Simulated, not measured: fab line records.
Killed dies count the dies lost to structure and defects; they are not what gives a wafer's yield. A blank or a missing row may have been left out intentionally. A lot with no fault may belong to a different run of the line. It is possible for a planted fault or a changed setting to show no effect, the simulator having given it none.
Struck lot and sound lot, side by side / flow rit cmos / 15 out of 202 route steps
Sound: these wafers, L312.2, L312.4, L312.5. Struck: wafers L323.1, L323.2, L323.6. At the end, the cause is stated.
Each step with rows lists, per side, the tool, then ch with its chambers, then its first start. Under that, the readings that differ: sound wafers / struck wafers / difference of the means / sigmas: that difference in standard deviations of wafers without a fault.
alike: same words and numbers on both sides, and readings whose means sit less than 2 such deviations apart. not compared: any withheld reading, any reading some wafer has no value for, any bound like >300 that may hide the same value, and any number with overlapping values for which the record gives no deviation.
The two part at a step that has a row with sigmas, a row that says differs or no value, or rows on one side only. Numbers that don't overlap but have no deviation are shown without sigmas and don't part them. A reading that every wafer of one side lacks parts them only if that side has two wafers or more.

first, 2 steps without rows for these wafers: RIT_NWELL_HARDBAKE_07 (time 120 s); RIT_NWELL_IMPLANT_08.
RIT_NWELL_STRIP_09: strips in O2, time 180 s.
  sound on plasma asher-04 ch 0, day 2 13:43; struck on plasma asher-02 ch 0,1, day 4 22:17
reading=drypump motor current A (A); sound=4.8 4.8 4.8; struck=6.8 6.0 6.8; difference=+1.7; sigmas=+3
  not compared: rf hours counter h
RIT_NWELL_TW_MEAS_10:
  sound on film metro-01 at day 2 13:53; struck on film metro-03 at day 4 22:28
reading=NWELL_TW; sound=2110 2106 2116; struck=2150 2157 2155; difference=+43; sigmas=+2
then, 6 steps without rows for these wafers: RIT_PWELL_HMDS_00 (prime time 60 s); RIT_PWELL_COAT_01 (resist thk 1300 nm); RIT_PWELL_SOFTBAKE_02 (time 60 s); RIT_PWELL_EXPOSE_03 (exposes mask M3, target cd 43700 nm); RIT_PWELL_PEB_04; RIT_PWELL_DEVELOP_05 (develop time 68 s).
RIT_PWELL_OVL_MEAS_06:
  sound on overlay-01 at day 2 14:50; struck on overlay-01 at day 4 23:25
  alike: PWELL_OVL
then, 1 step without rows for these wafers: RIT_PWELL_HARDBAKE_07 (time 120 s).
RIT_PWELL_IMPLANT_08:
  sound on implanter-02 ch 0, day 2 15:08; struck on implanter-03 ch 0, day 4 23:41
reading=beam energy keV; sound=170.08 170.02 170.02; struck=163.85 163.87 163.80; difference=-6.20; sigmas=-99 or more
reading=model.implant.drp nm (nm); sound=102.9 102.9 102.9; struck=101.6 101.6 101.6; difference=-1.3; sigmas=
  alike: end station pressure torr, faraday current uA
RIT_PWELL_STRIP_09: strips in O2, time 180 s.
  sound on plasma asher-01 ch 0,1, day 2 15:16; struck on plasma asher-02 ch 0,1, day 4 23:50
  alike: drypump motor current A
  not compared: rf hours counter h
RIT_M1_PROBE_99:
  record: rows for the struck wafers here (prober-01, day 6 11:57), none for the sound ones

== WHERE THEY PART ==
Last at RIT_M1_PROBE_99 as far as this record goes, first at RIT_NWELL_STRIP_09.

WHY: what the simulator had put in
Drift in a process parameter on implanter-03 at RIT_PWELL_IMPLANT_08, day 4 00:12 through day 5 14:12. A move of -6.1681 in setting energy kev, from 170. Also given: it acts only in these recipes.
